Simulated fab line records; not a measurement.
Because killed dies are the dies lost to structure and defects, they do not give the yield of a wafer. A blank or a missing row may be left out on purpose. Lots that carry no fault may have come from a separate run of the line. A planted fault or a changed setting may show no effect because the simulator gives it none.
Check for tools in common -- flow rit-cmos -- 42 wafers sampled across 14 lots

## THE REASON FOR OPENING IT
2 of 14 lots carry a flag on the reading NWELL_RS at RIT_WELLDRIVE_RS_MEAS_01. No-fault wafers: 275.6 ohm/sq, standard deviation 0.68.
Rule: flag the lot when none of its wafers has a number, or when each of its wafers that has one lies beyond 4 standard deviations from that mean. The rest of the lots are taken to be sound.

lot,measured,on,"NWELL_RS (ohm/sq), wafer by wafer",flag
L854,day 2 10:40,film-metro-02,275.6 275.8 275.9,
L855,day 2 15:44,film-metro-02,275.0 274.6 274.8,
L856,day 3 01:18,film-metro-02,275.8 275.5 275.4,
L859,day 3 15:49,film-metro-01,274.4 274.7 275.0,
L862,day 4 06:29,film-metro-01,275.6 275.3 275.8,
L863,day 4 10:11,film-metro-02,261.3 261.7 261.0,FLAGGED
L867,day 5 07:40,film-metro-01,261.9 261.9 261.5,FLAGGED
L868,day 5 10:29,film-metro-02,275.1 274.8 275.7,
L869,day 5 13:47,film-metro-03,275.9 275.1 275.5,
L871,day 6 05:57,film-metro-01,275.5 274.9 275.4,
L872,day 6 13:38,film-metro-02,275.8 276.2 275.0,
L874,day 7 00:51,film-metro-01,274.6 275.3 275.3,
L875,day 7 07:14,film-metro-02,276.0 276.2 275.8,
L876,day 7 12:19,film-metro-02,275.5 276.4 276.7,
The mean of the flagged lots' numbers is 261.6 ohm/sq, -14.1 ohm/sq from the usual (-21 standard deviations).

## EACH LOT AND THE TOOL IT RAN ON
The record holds 1 process step before the reading, out of a route of 202 steps. Read each cell as the tool, then ch plus the chambers that the sampled wafers visited, then the start.
lot,flag,RIT_WELLDRIVE_ANNEAL_00
L854,,"furnace-01 ch 0, day 2 05:33"
L855,,"furnace-01 ch 0, day 2 10:38"
L856,,"furnace-03 ch 0, day 2 20:11"
L859,,"furnace-03 ch 0, day 3 10:41"
L862,,"furnace-04 ch 0, day 4 01:23"
L863,FLAGGED,"furnace-03 ch 0, day 4 05:03"
L867,FLAGGED,"furnace-03 ch 0, day 5 02:33"
L868,,"furnace-01 ch 0, day 5 05:23"
L869,,"furnace-04 ch 0, day 5 08:41"
L871,,"furnace-04 ch 0, day 6 00:51"
L872,,"furnace-04 ch 0, day 6 08:29"
L874,,"furnace-04 ch 0, day 6 19:44"
L875,,"furnace-04 ch 0, day 7 02:07"
L876,,"furnace-04 ch 0, day 7 07:13"
What is done by these steps:
- RIT_WELLDRIVE_ANNEAL_00: time 14700 s.
- RIT_WELLDRIVE_RS_MEAS_01: measures by four-point-probe.

## FLAGGED OVER TOTAL, TOOL BY TOOL (the gauges that took the reading come last)
step,tool,lots run,flagged,share of the flagged lots,sound lots run after its first flagged lot
RIT_WELLDRIVE_ANNEAL_00,furnace-01,3,0,none,-
RIT_WELLDRIVE_ANNEAL_00,furnace-03,4,2,all,0
RIT_WELLDRIVE_ANNEAL_00,furnace-04,7,0,none,-
RIT_WELLDRIVE_RS_MEAS_01,film-metro-01,5,1,some,"2 (L871,L874)"
RIT_WELLDRIVE_RS_MEAS_01,film-metro-02,8,1,some,"4 (L868,L872,L875,L876)"
RIT_WELLDRIVE_RS_MEAS_01,film-metro-03,1,0,none,-

## WHAT THE TABLE ALLOWS
1 row of the table ran every flagged lot: furnace-03 at RIT_WELLDRIVE_ANNEAL_00.
- furnace-03 at RIT_WELLDRIVE_ANNEAL_00 ran 4 lots, 2 of them flagged. It ran its last sound lot, L859, at day 3 10:41 and its first flagged lot, L863, at day 4 05:03: a fault with its onset between the two fits. Its own readings (run-length-s) fall more than 4 standard deviations out on all wafers of the flagged lots.
One tool is left: furnace-03 at RIT_WELLDRIVE_ANNEAL_00.

## WHAT THE SIMULATOR HAD INSERTED
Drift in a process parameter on furnace-03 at RIT_WELLDRIVE_ANNEAL_00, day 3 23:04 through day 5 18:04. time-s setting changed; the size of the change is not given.
Struck lots among those shown: L863, L867. The rule above reached the same finding.
